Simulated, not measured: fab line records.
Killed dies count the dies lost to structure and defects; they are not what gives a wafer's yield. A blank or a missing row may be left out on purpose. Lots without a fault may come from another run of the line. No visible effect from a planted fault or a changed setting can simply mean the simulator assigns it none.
Split-lot trial | flow ritCmos | on a route of 202 steps: 5 lots, 23 wafers read

== THE SPLIT ==
At RIT_NLDD_HARDBAKE_07 (time 60 s), the setting tempC was moved away from the recipe's 140 C on 7 of the 23 wafers read, by -2.6% to -1.2%. All remaining wafers had this setting at the recipe value.

Reading taken at the split's own step.

== THE READING ==
NOVOLAK_of_NLDD_COAT_01.thkNm (the simulator's own value, which no gauge read), in nm, at RIT_NLDD_HARDBAKE_07 (time 60 s). No usual value for it is given in the file. Here, 16 wafers ran the recipe; their average is 882.8 nm with a standard deviation of 1.8 nm.

wafer  | tool, chamber at the split | tempC as run, C | against the recipe | NOVOLAK_of_NLDD_COAT_01.thkNm, nm | against lot-mates on the recipe
L074.1 | lithoTrack-04, 0           | 140             | recipe             | 883.5                             | -
L074.2 | lithoTrack-04, 0           | 136.6           | -2.4%              | 886.3                             | +3.9
L074.3 | lithoTrack-04, 0           | 140             | recipe             | 881.6                             | -
L074.4 | lithoTrack-04, 0           | 140             | recipe             | 882                               | -
L074.5 | lithoTrack-04, 0           | 136.6           | -2.4%              | 888.9                             | +6.5
L075.1 | lithoTrack-02, 0           | 136.4           | -2.6%              | 888.5                             | +8.0
L075.2 | lithoTrack-02, 0           | 140             | recipe             | 879.9                             | -
L075.3 | lithoTrack-02, 0           | 136.4           | -2.6%              | 885.3                             | +4.8
L075.5 | lithoTrack-02, 0           | 140             | recipe             | 881                               | -
L075.6 | lithoTrack-02, 0           | 136.4           | -2.6%              | 887.8                             | +7.3
L076.1 | lithoTrack-02, 0           | 140             | recipe             | 884.3                             | -
L076.2 | lithoTrack-02, 0           | 140             | recipe             | 887.1                             | -
L076.6 | lithoTrack-02, 0           | 140             | recipe             | 885.4                             | -
L078.1 | lithoTrack-04, 0           | 140             | recipe             | 882.3                             | -
L078.2 | lithoTrack-04, 0           | 138.3           | -1.2%              | 887.2                             | +4.9
L078.4 | lithoTrack-04, 0           | 140             | recipe             | 882.5                             | -
L078.5 | lithoTrack-04, 0           | 138.3           | -1.2%              | 884.1                             | +1.8
L078.6 | lithoTrack-04, 0           | 140             | recipe             | 882                               | -
L085.2 | lithoTrack-04, 0           | 140             | recipe             | 882.1                             | -
L085.3 | lithoTrack-04, 0           | 140             | recipe             | 883.2                             | -
L085.4 | lithoTrack-04, 0           | 140             | recipe             | 885                               | -
L085.5 | lithoTrack-04, 0           | 140             | recipe             | 880.7                             | -
L085.6 | lithoTrack-04, 0           | 140             | recipe             | 881.5                             | -

FIT RESULTS
A straight line over all 23 wafers: NOVOLAK_of_NLDD_COAT_01.thkNm changes by -1.86 nm for each +1% of tempC; r = -0.74; the points scatter about the line by 1.8 nm.
The same after taking each lot's own level away (the mean of its wafers on the recipe; 23 wafers): -2.47 nm for each +1%; r = -0.90; scatter 1.3 nm.
The reading moves by 6.4 nm for the largest change in tempC, on that fit.
Measured against the standard deviation above, the lots' own levels, which go from 880.45 to 885.60 nm, span 2.8 times it.
So the lot-to-lot level blurs the effect unless lot-mates are compared.
Check: with one of the wafers moved furthest among these (-2.6%) left out of the fit, the line predicts +5.97 nm for it against its lot-mates. It came out at +8.05 nm against them.

== OTHER SPLITS APPLIED TO THESE WAFERS ==
Note: prior to the reading, these wafers also went through further splits. Each is held against what the fit with the lots' levels taken away leaves over:
other split on the same wafers     | wafers away from the commonest value | r with NOVOLAK_of_NLDD_COAT_01.thkNm (lot level and that fit taken away)
RIT_ACTIVE_COAT_06 resistThkNm     | 5                                    | -0.05
RIT_ACTIVE_DEVELOP_10 developTimeS | 10                                   | +0.28
RIT_NWELL_IMPLANT_08 doseCm2       | 10                                   | -0.05
RIT_PWELL_COAT_01 spinRpm          | 8                                    | +0.10
RIT_PWELL_IMPLANT_08 doseCm2       | 7                                    | -0.25
RIT_PRETRO_COAT_01 resistThkNm     | 9                                    | -0.30
RIT_GATE_CVD_08 sih4FlowSccm       | 10                                   | -0.03
RIT_GATE_DEVELOP_15 devTempC       | 4                                    | +0.28

== THE FILE'S OWN FIT ==
NOVOLAK_of_NLDD_COAT_01.thkNm changes by -2.46 nm for each +1% of tempC, r = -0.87.
